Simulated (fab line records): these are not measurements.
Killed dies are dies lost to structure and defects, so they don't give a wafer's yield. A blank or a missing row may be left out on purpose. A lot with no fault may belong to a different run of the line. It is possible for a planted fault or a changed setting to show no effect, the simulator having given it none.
fab line records + flow berkeleyCmos170
record:
- lots: 5
- wafers: 23
route steps=331 shown M2@281 M3@310
startH: start of the lot's first displayed wafer, in hours after the record's first day + waitH: hours since the lot's step before + " the same as in the row above + L1.1+2: several wafers, shown together as one row + - value missing, or start not given + * or withheld: withheld + < > ~ a bound
route shown NAME@n: names a module that has steps shown in the file, with the first one's number in the route + usual: average and standard deviation across the fault-free wafers + same: alike in all rows + chamber/n: place in a boat + sites: each site's reading + _std_site: their standard deviation + _edge_site: the outer-site mean with the inner-site mean subtracted + radiusMm: for every site, how far away it sits from the centre of the wafer + mask NAME#n: copy n + behind: the tool/chamber that last shaped the wafer + hold: the reason the lot was held/the length of the hold in hours/how it ended + device: the transistor (n, p or np) that didn't switch + end of line: the route-end tests of the same wafers + step lacking rows: just its recipe + killed: dies lost to structure and defects at the first sort, not the wafer's yield + map: a wafer's dies, x killed, . not, _ none there
set.NAME: the run value of the setting; set.NAME@STEP: its run value at that earlier step + model.NAME: the simulator's own value behind a step, which no gauge read
lots whose settings were changed on purpose; a table a step, a row a wafer
== steps ==
step: UCB170_M2_COAT_10
recipe:
- resist: KrF
- spinRpm: 1500
- resistThkNm: 900
| lot.wafer | tool          | chamber | startH | waitH | set.spinRpm | model.KrF_of_M2_COAT_10.thkNm |
|-----------|---------------|---------|--------|-------|-------------|-------------------------------|
| L074.2    | lithoTrack-04 | 0       | -      | -     | 1500        | 899.3                         |
| L074.3    | "             | 0       | "      | "     | 1500        | 901.7                         |
| L074.4    | "             | 0       | "      | "     | 1500        | 898.2                         |
| L074.5    | "             | 0       | "      | "     | 1500        | 899.5                         |
| L074.6    | "             | 0       | "      | "     | 1500        | 899.6                         |
| L075.2    | lithoTrack-04 | 0       | -      | -     | 1455        | 917.2                         |
| L075.3    | "             | 0       | "      | "     | 1500        | 900.9                         |
| L075.4    | "             | 0       | "      | "     | 1500        | 897.9                         |
| L075.5    | "             | 0       | "      | "     | 1500        | 902.8                         |
| L075.6    | "             | 0       | "      | "     | 1455        | 915.1                         |
| L077.3    | lithoTrack-02 | 0       | -      | -     | 1500        | 901.3                         |
| L077.4    | "             | 0       | "      | "     | 1500        | 902.8                         |
| L077.5    | "             | 0       | "      | "     | 1500        | 899.7                         |
| L080.1    | lithoTrack-03 | 0       | -      | -     | 1444        | 915.3                         |
| L080.2    | "             | 0       | "      | "     | 1444        | 917.1                         |
| L080.3    | "             | 0       | "      | "     | 1500        | 900.1                         |
| L080.4    | "             | 0       | "      | "     | 1500        | 900.6                         |
| L080.5    | "             | 0       | "      | "     | 1500        | 897.3                         |
| L082.1    | lithoTrack-04 | 0       | -      | -     | 1500        | 905.4                         |
| L082.2    | "             | 0       | "      | "     | 1500        | -                             |
| L082.3    | "             | 0       | "      | "     | 1568        | 884.8                         |
| L082.5    | "             | 0       | "      | "     | 1568        | -                             |
| L082.6    | "             | 0       | "      | "     | 1568        | 886.1                         |
step: UCB170_M3_SPUTTER_01
recipe:
- material: Al
- targetThkNm: 900
- timeS: 120
- powerW: 6000
- chamberPressurePa: 0.5
| lot.wafer | tool          | chamber | startH | waitH | set.powerW | model.Al_of_M3_SPUTTER_01.thkNm |
|-----------|---------------|---------|--------|-------|------------|---------------------------------|
| L074.2    | pvdSputter-04 | -       | 201.57 | 0.0   | 6000       | 903                             |
| L074.3    | "             | -       | "      | "     | 5734       | 852.9                           |
| L074.4    | "             | -       | "      | "     | 5734       | 861.5                           |
| L074.5    | "             | -       | "      | "     | 6000       | 904.6                           |
| L074.6    | "             | -       | "      | "     | 6000       | 895.2                           |
| L075.2    | pvdSputter-01 | -       | 209.29 | 0.0   | 6000       | 869.9                           |
| L075.3    | "             | -       | "      | "     | 6000       | 885.6                           |
| L075.4    | "             | -       | "      | "     | 6000       | 883.1                           |
| L075.5    | "             | -       | "      | "     | 6000       | 885.7                           |
| L075.6    | "             | -       | "      | "     | 6000       | 894.8                           |
| L077.3    | pvdSputter-02 | -       | 221.68 | 0.0   | 6000       | 891.2                           |
| L077.4    | "             | -       | "      | "     | 6000       | 901.9                           |
| L077.5    | "             | -       | "      | "     | 6000       | 903.5                           |
| L080.1    | pvdSputter-02 | -       | 241.08 | 0.0   | 6000       | 921.5                           |
| L080.2    | "             | -       | "      | "     | 6000       | 916.7                           |
| L080.3    | "             | -       | "      | "     | 6000       | 913.3                           |
| L080.4    | "             | -       | "      | "     | 6000       | 907.8                           |
| L080.5    | "             | -       | "      | "     | 6000       | 919.9                           |
| L082.1    | pvdSputter-04 | -       | 247.61 | 0.0   | 5434       | 816.1                           |
| L082.2    | "             | -       | "      | "     | 6000       | 902.1                           |
| L082.3    | "             | -       | "      | "     | 5434       | 811.9                           |
| L082.5    | "             | -       | "      | "     | 5434       | 813.2                           |
| L082.6    | "             | -       | "      | "     | 6000       | 910.9                           |
step: UCB170_M3_RS_MEAS_02
recipe:
- thkMeasGauge: four-point-probe
- reads: Al_of_M3_SPUTTER_01
usual:
- M3_AL_RS: 0.0320/0.00043
| lot.wafer | tool         | chamber | startH | waitH | set.powerW@M3_SPUTTER_01 | M3_AL_RS[ohm/sq] |
|-----------|--------------|---------|--------|-------|--------------------------|------------------|
| L074.2    | filmMetro-01 | -       | 201.67 | 0.1   | 6000                     | 0.0320           |
| L074.3    | "            | -       | "      | "     | 5734                     | 0.0339           |
| L074.4    | "            | -       | "      | "     | 5734                     | 0.0337           |
| L074.5    | "            | -       | "      | "     | 6000                     | 0.0321           |
| L074.6    | "            | -       | "      | "     | 6000                     | 0.0323           |
| L075.2    | filmMetro-02 | -       | 209.39 | 0.1   | 6000                     | 0.0333           |
| L075.3    | "            | -       | "      | "     | 6000                     | 0.0328           |
| L075.4    | "            | -       | "      | "     | 6000                     | 0.0328           |
| L075.5    | "            | -       | "      | "     | 6000                     | 0.0326           |
| L075.6    | "            | -       | "      | "     | 6000                     | 0.0323           |
| L077.3    | filmMetro-01 | -       | 221.80 | 0.1   | 6000                     | 0.0324           |
| L077.4    | "            | -       | "      | "     | 6000                     | 0.0320           |
| L077.5    | "            | -       | "      | "     | 6000                     | 0.0320           |
| L080.1    | filmMetro-01 | -       | 241.16 | 0.0   | 6000                     | 0.0313           |
| L080.2    | "            | -       | "      | "     | 6000                     | 0.0315           |
| L080.3    | "            | -       | "      | "     | 6000                     | 0.0316           |
| L080.4    | "            | -       | "      | "     | 6000                     | 0.0319           |
| L080.5    | "            | -       | "      | "     | 6000                     | 0.0314           |
| L082.1    | filmMetro-02 | -       | 247.69 | 0.0   | 5434                     | 0.0355           |
| L082.2    | "            | -       | "      | "     | 6000                     | 0.0320           |
| L082.3    | "            | -       | "      | "     | 5434                     | 0.0358           |
| L082.5    | "            | -       | "      | "     | 5434                     | 0.0357           |
| L082.6    | "            | -       | "      | "     | 6000                     | 0.0317           |
step: UCB170_M3_THK_MEAS_03
recipe:
- thkMeasGauge: xrf
- reads: Al_of_M3_SPUTTER_01
usual:
- M3_AL_THK: 927/14
| lot.wafer | tool         | chamber | startH | waitH | set.powerW@M3_SPUTTER_01 | M3_AL_THK[nm] |
|-----------|--------------|---------|--------|-------|--------------------------|---------------|
| L074.2    | filmMetro-01 | -       | 201.78 | 0.1   | 6000                     | 927           |
| L074.3    | "            | -       | "      | "     | 5734                     | 876           |
| L074.4    | "            | -       | "      | "     | 5734                     | 884           |
| L074.5    | "            | -       | "      | "     | 6000                     | 930           |
| L074.6    | "            | -       | "      | "     | 6000                     | 920           |
| L075.2    | filmMetro-02 | -       | 209.50 | 0.1   | 6000                     | 882           |
| L075.3    | "            | -       | "      | "     | 6000                     | 900           |
| L075.4    | "            | -       | "      | "     | 6000                     | 903           |
| L075.5    | "            | -       | "      | "     | 6000                     | 909           |
| L075.6    | "            | -       | "      | "     | 6000                     | 913           |
| L077.3    | filmMetro-01 | -       | 221.90 | 0.1   | 6000                     | 916           |
| L077.4    | "            | -       | "      | "     | 6000                     | 927           |
| L077.5    | "            | -       | "      | "     | 6000                     | 929           |
| L080.1    | filmMetro-01 | -       | 241.28 | 0.1   | 6000                     | 948           |
| L080.2    | "            | -       | "      | "     | 6000                     | 938           |
| L080.3    | "            | -       | "      | "     | 6000                     | 939           |
| L080.4    | "            | -       | "      | "     | 6000                     | 936           |
| L080.5    | "            | -       | "      | "     | 6000                     | 946           |
| L082.1    | filmMetro-02 | -       | 247.81 | 0.1   | 5434                     | 827           |
| L082.2    | "            | -       | "      | "     | 6000                     | 916           |
| L082.3    | "            | -       | "      | "     | 5434                     | 821           |
| L082.5    | "            | -       | "      | "     | 5434                     | 821           |
| L082.6    | "            | -       | "      | "     | 6000                     | 927           |
step: UCB170_M3_EXPOSE_12
recipe:
- maskId: METAL3
- targetCdNm: 700
- na: 0.5
- sigmaOuter: 0.6
- sourceShape: conventional
- doseMj: 26
| lot.wafer      | tool          | chamber | startH | waitH | mask     | set.doseMj |
|----------------|---------------|---------|--------|-------|----------|------------|
| L074.2+4+6     | krfScanner-02 | 0       | 203.12 | -     | METAL3#0 | 26         |
| L074.3+5       | "             | 0       | "      | "     | METAL3#0 | 27.31      |
| L075.2+3+6     | krfScanner-02 | 0       | 210.78 | -     | METAL3#0 | 27.78      |
| L075.4+5       | "             | 0       | "      | "     | METAL3#0 | 26         |
| L077.3+4+5     | krfScanner-02 | 0       | 223.90 | -     | METAL3#0 | 26         |
| L080.1+2+5     | krfScanner-02 | 0       | 244.28 | -     | METAL3#0 | 24.43      |
| L080.3+4       | "             | 0       | "      | "     | METAL3#0 | 26         |
| L082.1+2+3+5+6 | krfScanner-02 | 0       | 250.14 | -     | METAL3#0 | 26         |
step: UCB170_M3_PEB_13
recipe:
- pebTempC: 130
- pebTimeS: withheld
- resist: KrF
step: UCB170_M3_DEVELOP_14
recipe:
- developer: TMAH
- developTimeS: 45
- resist: KrF
- devTempC: 21
step: UCB170_M3_CD_MEAS_15
recipe:
- targetCdNm: 700
usual:
- cdNm: 700.7/1.6
| lot.wafer | tool     | chamber | startH | waitH | set.doseMj@M3_EXPOSE_12 | cdNm  |
|-----------|----------|---------|--------|-------|-------------------------|-------|
| L074.2    | cdSem-01 | -       | 203.51 | -     | 26                      | 702.8 |
| L074.3    | "        | -       | "      | "     | 27.31                   | 694.7 |
| L074.4    | "        | -       | "      | "     | 26                      | 703.0 |
| L074.5    | "        | -       | "      | "     | 27.31                   | 693.8 |
| L074.6    | "        | -       | "      | "     | 26                      | 703.0 |
| L075.2    | cdSem-02 | -       | 211.17 | -     | 27.78                   | 691.1 |
| L075.3    | "        | -       | "      | "     | 27.78                   | 690.3 |
| L075.4    | "        | -       | "      | "     | 26                      | 703.3 |
| L075.5    | "        | -       | "      | "     | 26                      | 702.2 |
| L075.6    | "        | -       | "      | "     | 27.78                   | 689.0 |
| L077.3    | cdSem-01 | -       | 224.36 | -     | 26                      | 701.5 |
| L077.4    | "        | -       | "      | "     | 26                      | 701.6 |
| L077.5    | "        | -       | "      | "     | 26                      | 701.7 |
| L080.1    | cdSem-02 | -       | 244.83 | -     | 24.43                   | 710.0 |
| L080.2    | "        | -       | "      | "     | 24.43                   | 711.3 |
| L080.3    | "        | -       | "      | "     | 26                      | 700.7 |
| L080.4    | "        | -       | "      | "     | 26                      | 700.3 |
| L080.5    | "        | -       | "      | "     | 24.43                   | 711.1 |
| L082.1    | cdSem-01 | -       | 250.53 | -     | 26                      | 699.2 |
| L082.2    | "        | -       | "      | "     | 26                      | 699.2 |
| L082.3    | "        | -       | "      | "     | 26                      | 700.7 |
| L082.5    | "        | -       | "      | "     | 26                      | 698.7 |
| L082.6    | "        | -       | "      | "     | 26                      | 700.0 |
step: UCB170_M3_ETCH_17
recipe:
- chemistry: N2/H2
- targetDepthA: withheld
- overetchA: withheld
- target: BARC
- timeS: withheld
- sourceW: 500
- biasW: 100
- pressureMtorr: 30
- n2FlowSccm: 100
- h2FlowSccm: 200
| lot.wafer | tool       | chamber | startH | waitH | set.doseMj@M3_EXPOSE_12 | model.M3.cdNm |
|-----------|------------|---------|--------|-------|-------------------------|---------------|
| L074.2+4  | rieDiel-01 | 1,0     | 203.64 | 0.0   | 26                      | 702.5         |
| L074.3    | "          | 2       | "      | "     | 27.31                   | 694           |
| L074.5    | "          | 2       | "      | "     | 27.31                   | 694.1         |
| L074.6    | "          | 1       | "      | "     | 26                      | 702.4         |
| L075.2    | rieDiel-03 | 2       | 211.31 | 0.0   | 27.78                   | 692           |
| L075.3    | "          | 3       | "      | "     | 27.78                   | 690.8         |
| L075.4    | "          | 1       | "      | "     | 26                      | 703.4         |
| L075.5    | "          | 2       | "      | "     | 26                      | 703.3         |
| L075.6    | "          | 3       | "      | "     | 27.78                   | 689.1         |
| L077.3    | rieDiel-02 | 0       | 224.47 | 0.0   | 26                      | 701.2         |
| L077.4    | "          | 2       | "      | "     | 26                      | 702.5         |
| L077.5    | "          | 0       | "      | "     | 26                      | 701.3         |
| L080.1    | rieDiel-02 | 0       | 244.99 | 0.0   | 24.43                   | 709.9         |
| L080.2    | "          | 3       | "      | "     | 24.43                   | 710.4         |
| L080.3    | "          | 0       | "      | "     | 26                      | 700.3         |
| L080.4    | "          | 3       | "      | "     | 26                      | 699.4         |
| L080.5    | "          | 0       | "      | "     | 24.43                   | 710.8         |
| L082.1    | rieDiel-02 | 0       | 250.69 | 0.0   | 26                      | 698.6         |
| L082.2    | "          | 3       | "      | "     | 26                      | 698.4         |
| L082.3    | "          | 1       | "      | "     | 26                      | 701.3         |
| L082.5    | "          | 3       | "      | "     | 26                      | 697.6         |
| L082.6    | "          | 0       | "      | "     | 26                      | 699.6         |
step: UCB170_M3_METAL_ETCH_18
recipe:
- chemistry: Cl2/BCl3
- target: Al
- stopOn: SiO2
- pressureMtorr: 12
- targetDepthA: 11700
- overEtchFrac: 0.3
- timeS: 195
- icpW: 600
- biasW: 120
- Cl2_flow_sccm: 90
- bcl3FlowSccm: 45
| lot.wafer | tool        | chamber | startH | waitH | set.icpW | model.KrF_of_M3_COAT_10.thkNm |
|-----------|-------------|---------|--------|-------|----------|-------------------------------|
| L074.2    | rieMetal-01 | 0       | 203.69 | -     | 600      | 187                           |
| L074.3    | "           | 1       | "      | "     | 560.6    | 252.8                         |
| L074.4    | "           | 0       | "      | "     | 560.6    | 238                           |
| L074.5    | "           | 1       | "      | "     | 600      | 215.5                         |
| L074.6    | "           | 0       | "      | "     | 560.6    | 228.1                         |
| L075.2    | rieMetal-02 | 0       | 211.35 | -     | 664.3    | 151.3                         |
| L075.3    | "           | 0       | "      | "     | 664.3    | 154.2                         |
| L075.4    | "           | 1       | "      | "     | 664.3    | 150.9                         |
| L075.5    | "           | 1       | "      | "     | 600      | 218.2                         |
| L075.6    | "           | 0       | "      | "     | 600      | 221.9                         |
| L077.3    | rieMetal-01 | 1       | 224.58 | -     | 600      | 219.2                         |
| L077.4    | "           | 0       | "      | "     | 600      | 195.5                         |
| L077.5    | "           | 0       | "      | "     | 600      | 189.3                         |
| L080.1    | rieMetal-01 | 0       | 245.05 | -     | 600      | 187.9                         |
| L080.2    | "           | 1       | "      | "     | 532.5    | 280.7                         |
| L080.3    | "           | 1       | "      | "     | 600      | 206.3                         |
| L080.4    | "           | 0       | "      | "     | 532.5    | 261.4                         |
| L080.5    | "           | 1       | "      | "     | 600      | 208.7                         |
| L082.1+3  | rieMetal-01 | 1       | 250.73 | -     | 618.6    | -                             |
| L082.2    | "           | 0       | "      | "     | 618.6    | 167.9                         |
| L082.5    | "           | 1       | "      | "     | 600      | -                             |
| L082.6    | "           | 0       | "      | "     | 600      | 186.2                         |
step: UCB170_M3_STRIP_19
recipe:
- chemistry: O2
- powerW: 400
- pressureMtorr: 3500
- platenTempC: withheld
- o2FlowSccm: 400
- overashFraction: 0.5
usual:
- oesProductAu: 0.541/0.014
| lot.wafer | tool           | chamber | startH | waitH | set.icpW@M3_METAL_ETCH_18 | oesProductAu |
|-----------|----------------|---------|--------|-------|---------------------------|--------------|
| L074.2    | plasmaAsher-01 | 1       | 203.87 | 0.1   | 600                       | 0.515        |
| L074.3    | "              | 0       | "      | "     | 560.6                     | 0.593        |
| L074.4    | "              | 1       | "      | "     | 560.6                     | 0.578        |
| L074.5    | "              | 1       | "      | "     | 600                       | 0.553        |
| L074.6    | "              | 0       | "      | "     | 560.6                     | 0.564        |
| L075.2    | plasmaAsher-02 | 0       | 211.54 | 0.1   | 664.3                     | 0.476        |
| L075.3    | "              | 1       | "      | "     | 664.3                     | 0.479        |
| L075.4    | "              | 0       | "      | "     | 664.3                     | 0.480        |
| L075.5    | "              | 1       | "      | "     | 600                       | 0.546        |
| L075.6    | "              | 0       | "      | "     | 600                       | 0.550        |
| L077.3    | plasmaAsher-01 | 0       | 224.74 | 0.1   | 600                       | 0.557        |
| L077.4    | "              | 1       | "      | "     | 600                       | 0.523        |
| L077.5    | "              | 0       | "      | "     | 600                       | 0.528        |
| L080.1    | plasmaAsher-02 | 1       | 245.24 | 0.1   | 600                       | 0.513        |
| L080.2    | "              | 0       | "      | "     | 532.5                     | 0.617        |
| L080.3    | "              | 1       | "      | "     | 600                       | 0.536        |
| L080.4    | "              | 0       | "      | "     | 532.5                     | 0.593        |
| L080.5    | "              | 0       | "      | "     | 600                       | 0.541        |
| L082.1    | plasmaAsher-02 | 1       | 250.91 | 0.1   | 618.6                     | 0.512        |
| L082.2    | "              | 0       | "      | "     | 618.6                     | 0.501        |
| L082.3    | "              | 1       | "      | "     | 618.6                     | 0.520        |
| L082.5    | "              | 1       | "      | "     | 600                       | 0.540        |
| L082.6    | "              | 0       | "      | "     | 600                       | 0.527        |
== key ==
split:
- step: UCB170_M2_COAT_10
- setting: spinRpm
- stated: 1500
- by: wafer
response:
- step: UCB170_M2_COAT_10
- reading: model.KrF_of_M2_COAT_10.thkNm
- change: -4.66
- per: 1%
- r: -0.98
split:
- step: UCB170_M3_SPUTTER_01
- setting: powerW
- stated: 6000
- by: wafer
response:
- step: UCB170_M3_SPUTTER_01
- reading: model.Al_of_M3_SPUTTER_01.thkNm
- change: +9.84
- per: 1%
- r: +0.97
response:
- step: UCB170_M3_RS_MEAS_02
- reading: M3_AL_RS
- change: -0.000393
- per: 1%
- r: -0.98
response:
- step: UCB170_M3_THK_MEAS_03
- reading: M3_AL_THK
- change: +10.4
- per: 1%
- r: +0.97
split:
- step: UCB170_M3_EXPOSE_12
- setting: doseMj
- stated: 26
- by: wafer
response:
- step: UCB170_M3_CD_MEAS_15
- reading: cdNm
- change: -1.77
- per: 1%
- r: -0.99
response:
- step: UCB170_M3_ETCH_17
- reading: model.M3.cdNm
- change: -1.77
- per: 1%
- r: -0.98
split:
- step: UCB170_M3_METAL_ETCH_18
- setting: icpW
- stated: 600
- by: wafer
response:
- step: UCB170_M3_METAL_ETCH_18
- reading: model.KrF_of_M3_COAT_10.thkNm
- change: -6.21
- per: 1%
- r: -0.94
response:
- step: UCB170_M3_STRIP_19
- reading: oesProductAu
- change: -0.00664
- per: 1%
- r: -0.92
